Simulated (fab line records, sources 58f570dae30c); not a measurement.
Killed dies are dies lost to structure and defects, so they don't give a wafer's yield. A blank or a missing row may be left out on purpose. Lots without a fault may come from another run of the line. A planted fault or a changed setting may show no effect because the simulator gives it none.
fab line records | flow berkeley_cmos170
record lots=7 wafers=21 last_day=13
route steps=331 shown NVT@113 PVT@115 GATE@125 FIELD@126
lots that met no fault: from a run of the same line without faults
start_h: hours from the record's first day to the start of the lot's first wafer shown | wait_h: hours since the lot's step before | " the same as in the row above | L1.1+2: a row that stands for several wafers | - no value, or no start given | * or withheld: withheld | < > ~ a bound
route shown NAME@n: a module of which the file shows steps, and the number in the route of the first | usual: mean/standard deviation of fault-free wafers | same: alike in all rows | chamber/n: place in a boat | sites: the reading at each site | _std_site: their standard deviation | _edge_site: outer sites' mean less inner sites' | radius_mm: how far each site lies from the wafer's centre | mask NAME#n: copy n | behind: the tool/chamber that last shaped the wafer | hold: why the lot was held/for how many hours/how that ended | device: the transistor (n, p or np) that didn't switch | end of line: the same wafers' tests at the end of the route | a step without rows: its recipe alone | killed: dies lost to structure and defects at the first sort, not the wafer's yield | map: a wafer's dies, x killed, . not, _ none there
set.NAME: the setting as run; set.NAME@STEP: as run at that earlier step | model.NAME: the simulator's own value behind a step, which no gauge read
lots at some steps of the route; a table a step, a row a wafer
## steps
# step UCB170_NVT_TW_MEAS_09
# usual NVT_TW=524/3.6
# columns lot.wafer tool chamber start_h wait_h NVT_TW
L531.4 film_metro-03 - 107.19 0.1 526
L531.5 " - " " 525
L531.6 " - " " 523
L532.2 film_metro-03 - 116.58 0.1 528
L532.4 " - " " 524
L532.6 " - " " 527
L534.1 film_metro-04 - 129.24 0.1 528
L534.2 " - " " 529
L534.5 " - " " 526
L535.3 film_metro-01 - 129.32 0.1 522
L535.4 " - " " 521
L535.5 " - " " 521
L549.1 film_metro-04 - 205.67 0.1 527
L549.3 " - " " 528
L549.5 " - " " 526
L550.1 film_metro-01 - 219.00 0.1 519
L550.4 " - " " 518
L550.6 " - " " 522
L553.1 film_metro-01 - 235.64 0.1 519
L553.2 " - " " 520
L553.6 " - " " 516
# step UCB170_NVT_CLEAN_10
# recipe chemistry=SPM temp_c=120 time_s=600
# step UCB170_PVT_HMDS_00
# recipe prime_time_s=60 prime_temp_c=100
# step UCB170_PVT_COAT_01
# recipe resist=KrF spin_rpm=1500 resist_thk_nm=900
# step UCB170_PVT_SOFTBAKE_02
# recipe resist=KrF temp_c=130 time_s=60
# step UCB170_PVT_EXPOSE_03
# recipe mask_id=NWELL target_cd_nm=3000 na=0.5 sigma_outer=0.6 source_shape=conventional dose_mj=30
# step UCB170_PVT_PEB_04
# recipe peb_temp_c=130 peb_time_s=withheld resist=KrF
# step UCB170_PVT_DEVELOP_05
# recipe developer=TMAH develop_time_s=45 resist=KrF dev_temp_c=21
# step UCB170_PVT_OVL_MEAS_06
# usual PVT_OVL=0/5.3
# columns lot.wafer tool chamber start_h wait_h PVT_OVL[nm]
L531.4 overlay-01 - 108.68 - -11
L531.5 " - " " -6
L531.6 " - " " -11
L532.2 overlay-02 - 117.80 - 5
L532.4 " - " " 4
L532.6 " - " " 7
L534.1 overlay-01 - 130.48 - 3
L534.2 " - " " -1
L534.5 " - " " -3
L535.3 overlay-02 - 130.73 - -10
L535.4 " - " " -2
L535.5 " - " " -6
L549.1 overlay-01 - 208.42 - -2
L549.3 " - " " -3
L549.5 " - " " -1
L550.1 overlay-01 - 220.26 - -3
L550.4 " - " " -4
L550.6 " - " " -2
L553.1 overlay-02 - 237.81 - 0
L553.2 " - " " 1
L553.6 " - " " 4
# step UCB170_PVT_IMPLANT_07
# recipe species=P dose_cm2=2e+12 energy_kev=30 tilt_deg=7
# step UCB170_PVT_STRIP_08
# recipe chemistry=O2 power_w=400 pressure_mtorr=3500 platen_temp_c=withheld o2_flow_sccm=400 overash_fraction=0.5
# usual drypump_motor_current_A=5.9/0.41 oes_product_au=0.735/0.004 strip_time_to_endpoint_s=21.65/0.051
# columns lot.wafer tool chamber start_h wait_h drypump_motor_current_A oes_product_au rf_hours_counter_h strip_time_to_endpoint_s
L531.4 plasma_asher-01 1 108.88 0.1 6.4 0.728 - 21.68
L531.5 " 0 " " 6.1 0.736 - 21.70
L531.6 " 1 " " 6.3 0.728 - 21.66
L532.2 plasma_asher-01 1 117.98 0.1 6.3 0.741 37 21.70
L532.4 " 1 " " 6.3 0.735 - 21.69
L532.6 " 1 " " 6.4 0.729 - 21.64
L534.1 plasma_asher-01 0 130.66 0.1 6.1 0.729 39 21.66
L534.2 " 1 " " 6.3 0.734 39 21.65
L534.5 " 0 " " 6.1 0.734 - 21.63
L535.3 plasma_asher-02 0 130.94 0.1 4.9 0.739 - 21.64
L535.4 " 1 " " 5.7 0.740 - 21.66
L535.5 " 1 " " 5.7 0.735 - 21.65
L549.1 plasma_asher-02 1 208.60 0.1 5.7 0.733 49 21.68
L549.3 " 1 " " 5.7 0.738 - 21.66
L549.5 " 0 " " 4.9 0.734 - 21.68
L550.1 plasma_asher-01 1 220.45 0.1 6.3 0.735 48 21.64
L550.4 " 1 " " 6.3 0.735 - 21.58
L550.6 " 0 " " 6.1 0.734 - 21.59
L553.1 plasma_asher-01 1 237.99 0.1 6.3 0.739 50 21.69
L553.2 " 0 " " 6.1 0.732 50 21.70
L553.6 " 0 " " 6.1 0.734 - 21.69
# step UCB170_PVT_TW_MEAS_09
# usual PVT_TW=509/5.6
# columns lot.wafer tool chamber start_h wait_h PVT_TW
L531.4 film_metro-01 - 108.98 0.1 498
L531.5 " - " " 497
L531.6 " - " " 496
L532.2 film_metro-01 - 118.09 0.1 501
L532.4 " - " " 500
L532.6 " - " " 497
L534.1 film_metro-04 - 130.76 0.1 514
L534.2 " - " " 509
L534.5 " - " " 511
L535.3 film_metro-01 - 131.02 0.1 504
L535.4 " - " " 508
L535.5 " - " " 506
L549.1 film_metro-04 - 208.70 0.1 508
L549.3 " - " " 509
L549.5 " - " " 511
L550.1 film_metro-02 - 220.55 0.1 508
L550.4 " - " " 506
L550.6 " - " " 511
L553.1 film_metro-01 - 238.09 0.1 503
L553.2 " - " " 502
L553.6 " - " " 502
# step UCB170_GATE_WET_ETCH_00
# recipe chemistry=dHF dilution=25:1 target=SiO2 temp_c=25 time_s=200
# usual bath_heat_duty_pct=6.0/0.97 run_length_s=228/3.9
# columns lot.wafer tool chamber start_h wait_h bath_heat_duty_pct run_length_s model.SiO2_of_SCREENOX_OXIDATION_01.thk_nm
L531.4 wet_bench-04 0 109.01 0.0 6.9 226 0
L531.5 " 0 " " 8.7 226 0
L531.6 " 0 " " 7.0 226 0
L532.2 wet_bench-04 2 118.16 0.1 - - 14.35
L532.4 " 2 " " - - 14.19
L532.6 " 2 " " - - 14.15
L534.1 wet_bench-03 2 130.82 0.1 - - 14.67
L534.2 " 2 " " - - 14.58
L534.5 " 2 " " - - 14.51
L535.3 wet_bench-03 0 131.06 0.0 - - 14.61
L535.4 " 0 " " - - 14.72
L535.5 " 0 " " - - 14.72
L549.1 wet_bench-03 0 208.92 0.2 5.5 235 0
L549.3 " 0 " " 5.5 235 0
L549.5 " 0 " " 4.8 235 0
L550.1 wet_bench-02 1 220.61 0.1 5.3 227 0
L550.4 " 1 " " 5.4 227 0
L550.6 " 1 " " 4.6 227 0
L553.1 wet_bench-04 0 238.15 0.1 7.4 228 0
L553.2 " 0 " " 7.4 228 0
L553.6 " 0 " " 7.5 228 0
# step UCB170_FIELD_THK_MEAS_91
# recipe reads=SiO2_of_FIELD_OXIDATION_01
# usual FIELD_OXIDE_LEFT_2_THK=349/9.8
# columns lot.wafer tool chamber start_h wait_h FIELD_OXIDE_LEFT_2_THK[nm]
L531.4 film_metro-04 - 109.10 0.0 356
L531.5 " - " " 354
L531.6 " - " " 353
L532.2 film_metro-02 - 118.24 0.0 386
L532.4 " - " " 384
L532.6 " - " " 385
L534.1 film_metro-02 - 130.89 0.0 385
L534.2 " - " " 398
L534.5 " - " " 386
L535.3 film_metro-04 - 131.15 0.0 399
L535.4 " - " " 404
L535.5 " - " " 396
L549.1 film_metro-02 - 209.06 0.0 359
L549.3 " - " " 364
L549.5 " - " " 362
L550.1 film_metro-01 - 220.67 0.0 354
L550.4 " - " " 349
L550.6 " - " " 349
L553.1 film_metro-02 - 238.22 0.0 343
L553.2 " - " " 342
L553.6 " - " " 342
# step UCB170_GATE_OXIDATION_01
# recipe temp_c=850 ambient=O2 target_thk_a=66 ox_time_s=1800
## key
first_sign step=UCB170_GATE_WET_ETCH_00 reading=tool_record direction=missing
effect step=UCB170_FIELD_THK_MEAS_91 reading=FIELD_OXIDE_LEFT_2_THK direction=up sigmas=4.3 usual=349 struck=391
model_effect step=UCB170_GATE_WET_ETCH_00 value=SiO2_of_SCREENOX_OXIDATION_01.thk_nm without=0 struck=14.5
met_at UCB170_GATE_WET_ETCH_00
struck_wafers L532.2,L532.4,L532.6,L534.1,L534.2,L534.5,L535.3,L535.4,L535.5
later_rows_left_out L532.2,L532.4,L532.6,L534.1,L534.2,L534.5,L535.3,L535.4,L535.5
sort_left_out L532.2,L532.4,L532.6,L534.1,L534.2,L534.5,L535.3,L535.4,L535.5
tester_left_out L532,L534,L535
onset_between 109.01 118.16
fault kind=skipped_step_whole tool=wet_bench-03,wet_bench-04 chamber=- onset_h=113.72 steps=UCB170_GATE_WET_ETCH_00 scope=struck_lots_only
# tester_left_out: of these lots the tester's yield and bins aren't shown, on N5 and GAA mostly nor the transistor test; their killed dies are dies lost to structure and defects alone, not to doping, threshold or leakage, so they don't give the yield
# sort_left_out: the simulated sort isn't trusted on such a fault, so these wafers' sort isn't shown, and their yield isn't known
# later_rows_left_out: the simulator's readings of these wafers behind a module that went badly wrong aren't trusted and aren't shown, but for the sort
